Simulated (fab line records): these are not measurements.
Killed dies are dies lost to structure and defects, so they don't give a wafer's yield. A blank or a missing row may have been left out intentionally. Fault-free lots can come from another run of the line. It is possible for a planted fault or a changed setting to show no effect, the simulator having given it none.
Which tool is to blame? -- flow berkeley_cmos170 -- Sampling: 7 lots, 21 wafers, 2 of 331 route steps

## WHAT THE GAUGES READ, wafer by wafer
UCB170_PWELL_TW_MEAS_17.
lot,measured,on,PWELL_TW
L860,day 3 08:16,film_metro-04,380 378 382
L863,day 4 01:13,film_metro-03,375 373 373
L867,day 4 18:18,film_metro-03,373 374 375
L869,day 5 15:09,film_metro-04,376 377 378
L873,day 5 21:46,film_metro-04,433 434 434
L876,day 6 15:45,film_metro-02,376 375 376
L880,day 7 09:16,film_metro-04,376 376 378

## WHICH TOOL RAN EACH LOT (tool, then ch and the chambers of the sampled wafers, then the start)
lot,UCB170_PWELL_IMPLANT_15
L860,"implanter-01 ch 0, day 3 08:01"
L863,"implanter-03 ch 0, day 4 00:58"
L867,"implanter-01 ch 0, day 4 18:04"
L869,"implanter-02 ch 0, day 5 14:54"
L873,"implanter-02 ch 0, day 5 21:32"
L876,"implanter-01 ch 0, day 6 15:31"
L880,"implanter-01 ch 0, day 7 09:04"
- UCB170_PWELL_IMPLANT_15

## THE ANSWER, worked out from the rows above alone
Rule: the usual values come from the lots themselves. The widest of any qualifying gaps counts: lots, ordered by their means at a reading, are off when they make up no more than a third of the lots, leave a main group of 4 or more, and stand apart from it by 3 or more times the standard deviation of that group's means. If all means in a main group match to the digits the tables above print for the reading, that group is not used. A lot without any number at a reading at which 4 lots or more have one is off too. Where the step has rows for the other lots, those lots are counted as sound.
Off: L873, seen at UCB170_PWELL_TW_MEAS_17 (PWELL_TW). The main group has a mean of 376 with a standard deviation of 2.1.
A tool fits if, at a process step before that reading, it ran every lot that is off, and no sound lot after the first of them. Gauges at UCB170_PWELL_TW_MEAS_17: tried the same way as those tools. One candidate fits, namely implanter-02 at UCB170_PWELL_IMPLANT_15. Its last sound lot is L869 (day 5 14:54), its first lot that is off L873 (day 5 21:32): a fault that began between those two fits.

## WHAT THE SIMULATOR HAD INSERTED
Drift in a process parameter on implanter-02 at UCB170_PWELL_IMPLANT_15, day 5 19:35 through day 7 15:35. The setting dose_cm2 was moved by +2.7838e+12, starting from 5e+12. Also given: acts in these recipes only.
Struck lots among those shown: L873. Same finding as the rule above.
